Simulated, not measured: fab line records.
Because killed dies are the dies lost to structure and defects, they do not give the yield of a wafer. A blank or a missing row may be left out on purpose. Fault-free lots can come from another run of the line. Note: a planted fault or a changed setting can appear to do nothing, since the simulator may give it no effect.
A struck lot beside a sound one :: flow ritCmos :: 15 out of 202 route steps
Sound: wafers L494.2, L494.4, L494.5. Wafers L499.2, L499.3, L499.4 were the ones struck. The cause is named last.
At each step with rows: each side's tool, then ch and its chambers, then its first start. Under that, the readings that differ: sound wafers :: struck wafers :: difference of the means :: sigmas: that difference in standard deviations of wafers without a fault.
alike: readings whose means differ by less than 2 such deviations, and words and numbers that are the same on both sides. not compared: withheld readings, readings that some wafer has no value for, bounds like >300 that may hide the same value, and numbers for which the record gives no deviation and whose values overlap.
A row with sigmas, a row that says differs or no value, or rows on one side alone: a step with any of these is where the two part. Numbers that don't overlap but have no deviation are shown without sigmas and don't part them. Lack of a reading on every wafer of one side parts them only where that side has two or more wafers.

first, 5 steps without rows for these wafers: RIT_NSD_COAT_01 (resist thk 1000 nm); RIT_NSD_SOFTBAKE_02 (time 60 s); RIT_NSD_EXPOSE_03 (exposes mask M9, target cd 40700 nm); RIT_NSD_PEB_04; RIT_NSD_DEVELOP_05 (develop time 50 s).
RIT_NSD_OVL_MEAS_06:
  sound on overlay-01 at day 3 18:21; struck on overlay-01 at day 4 22:05
  alike: NSD_OVL
then, 2 steps without rows for these wafers: RIT_NSD_HARDBAKE_07 (time 60 s); RIT_NSD_IMPLANT_08.
RIT_NSD_STRIP_09: strips in O2, time 180 s.
  sound on plasmaAsher-01 ch 0,1, day 3 18:41; struck on plasmaAsher-01 ch 0,1, day 4 22:25
  alike: drypumpMotorCurrentA, o2FlowSccm
  not compared: rfHoursCounterH
RIT_NSD_TW_MEAS_10:
  sound on filmMetro-03 at day 3 18:52; struck on filmMetro-03 at day 4 22:36
  alike: NSD_TW
then, 2 steps without rows for these wafers: RIT_PSD_HMDS_00 (prime time 60 s); RIT_PSD_COAT_01 (resist thk 1000 nm).
RIT_PSD_SOFTBAKE_02: time 60 s.
  sound on lithoTrack-03 ch 0, day 3 19:14; struck on lithoTrack-03 ch 0, day 4 22:58
reading: chillPlateTempC (C)
sound: 22.93 23.00 22.85
struck: 23.29 23.20 22.96
difference: +0.22
sigmas: +2

reading: heaterPowerTotalW (W)
sound: 34.52 34.65 34.55
struck: 35.14 35.17 35.18
difference: +0.59
sigmas: +13

reading: plateTempC (C)
sound: 90.15 89.96 89.99
struck: - - -
difference: no value on the struck wafers
sigmas: 

reading: runLengthS (s)
sound: 89.14 89.13 89.43
struck: 85.64 85.53 85.66
difference: -3.62
sigmas: -15
then, 1 step without rows for these wafers: RIT_PSD_EXPOSE_03 (exposes mask M10, target cd 40900 nm).
RIT_M1_PROBE_99:
  sound on prober-02 at day 4 04:16; struck on prober-01 at day 5 08:18
  alike: killed_at_M0_to_M3, killedAtContacts, killedAtFrontEnd, killedDies, killedOpen, killedShort

== WHERE THEY PART ==
RIT_PSD_SOFTBAKE_02 only, going by this record. Later steps at which nothing parts them and some readings are alike: RIT_M1_PROBE_99.

WHY: the cause the simulator had injected
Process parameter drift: lithoTrack-03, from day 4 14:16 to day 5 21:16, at RIT_PSD_SOFTBAKE_02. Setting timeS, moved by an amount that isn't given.
